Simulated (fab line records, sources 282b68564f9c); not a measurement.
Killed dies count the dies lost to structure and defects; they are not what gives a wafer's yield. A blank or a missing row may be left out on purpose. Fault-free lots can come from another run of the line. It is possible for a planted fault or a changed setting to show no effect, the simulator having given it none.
A struck lot beside a sound one ; flow rit cmos ; 21 steps out of a route of 202
Sound: these wafers, L553.3, L553.4, L553.6. Struck: wafers L561.2, L561.3, L561.5. The cause comes at the end.
For every step that has rows: the tool of each side, followed by ch and its chambers, followed by its first start. Under that, the readings that differ: sound wafers ; struck wafers ; difference of the means ; sigmas: that difference in standard deviations of wafers without a fault.
alike: words and numbers the same on both sides, and readings whose means are apart by under 2 such deviations; not compared: readings that were withheld, readings missing a value for some wafer, numbers with overlapping values and no deviation given by the record, and bounds like >300 which may hide the same value.
A row with sigmas, a row that says differs or no value, or rows on one side alone: a step with any of these is where the two part. Numbers that have no deviation but don't overlap get no sigmas and don't part them. A reading that every wafer of one side lacks parts them only if that side has two wafers or more.

first, 2 steps without rows for these wafers: RIT_NSD_HARDBAKE_07 (time 60 s); RIT_NSD_IMPLANT_08.
RIT_NSD_STRIP_09: strips in O2, time 180 s.
  sound on plasma asher-04 ch 0,1, day 4 03:28; struck on plasma asher-01 ch 0,1, day 5 23:23
  alike: drypump motor current A
  not compared: rf hours counter h
RIT_NSD_TW_MEAS_10:
  struck on film metro-03, day 5 23:35; sound on film metro-02, day 4 03:37
  alike: NSD_TW
then, 2 steps without rows for these wafers: RIT_PSD_HMDS_00 (prime time 60 s); RIT_PSD_COAT_01 (resist thk 1000 nm).
RIT_PSD_SOFTBAKE_02: time 62.92 s.
  sound on litho track-04 ch 0, day 4 04:00; struck on litho track-04 ch 0, day 5 23:57
  alike: exhaust pa, plate sensor t centre C, plate sensor t edge C
then, 3 steps without rows for these wafers: RIT_PSD_EXPOSE_03 (exposes mask M10, target cd 40900 nm); RIT_PSD_PEB_04; RIT_PSD_DEVELOP_05 (develop time 50 s).
RIT_PSD_OVL_MEAS_06:
  struck on overlay-01, day 6 00:37; sound on overlay-01, day 4 04:34
  alike: PSD_OVL
then, 1 step without rows for these wafers: RIT_PSD_HARDBAKE_07 (time 60 s).
RIT_PSD_IMPLANT_08:
  sound on implanter-02 ch 0, day 4 04:47; struck on implanter-02 ch 0, day 6 00:49
reading;sound;struck;difference;sigmas
implant ion amu;49 49 49;75 75 75;+26;
model.implant.drp nm (nm);12.05 12.05 12.05;8.906 8.906 8.906;-3.144;
model.implant.rp nm (nm);21.24 21.24 21.24;20.16 20.16 20.16;-1.08;
  alike: beam energy keV, beam on s
RIT_PSD_STRIP_09: strips in O2, time 180 s.
  sound on plasma asher-02 ch 0,1, day 4 04:57; struck on plasma asher-01 ch 0,1, day 6 00:56
  alike: drypump motor current A
  not compared: rf hours counter h
RIT_PSD_TW_MEAS_10:
  struck on film metro-04, day 6 01:08; sound on film metro-02, day 4 05:05
reading;sound;struck;difference;sigmas
PSD_TW;3420 3411 3429;3497 3497 3478;+71;+4
then, 3 steps without rows for these wafers: RIT_SDANNEAL_CLEAN_00 (cleans in SC1, time 600 s); RIT_SDANNEAL_CLEAN_01 (cleans in dHF, time 30 s); RIT_SDANNEAL_CLEAN_02 (cleans in SC2, time 600 s).
RIT_SDANNEAL_RTA_03: time 5 s.
  sound on rtp anneal-01 ch 0, day 4 05:31; struck on rtp anneal-01 ch 0, day 6 01:35
  alike: wafer_temp_C_max
RIT_SDANNEAL_RS_MEAS_04: measures by four-point-probe.
  struck on film metro-03, day 6 01:39; sound on film metro-04, day 4 05:35
reading;sound;struck;difference;sigmas
PSD_RS (ohm/sq);115.56 116.05 115.91;50.55 50.69 50.65;-65.21;-99 or more
RIT_SDANNEAL_RS_MEAS_05: measures by four-point-probe.
  struck on film metro-03, day 6 01:46; sound on film metro-04, day 4 05:43
  alike: NSD_RS

== WHERE THEY PART ==
Earliest at RIT_PSD_TW_MEAS_10; latest, in this record, at RIT_SDANNEAL_RS_MEAS_04. Later steps at which nothing parts them and some readings are alike: RIT_SDANNEAL_RS_MEAS_05.

WHY: what had been put in by the simulator
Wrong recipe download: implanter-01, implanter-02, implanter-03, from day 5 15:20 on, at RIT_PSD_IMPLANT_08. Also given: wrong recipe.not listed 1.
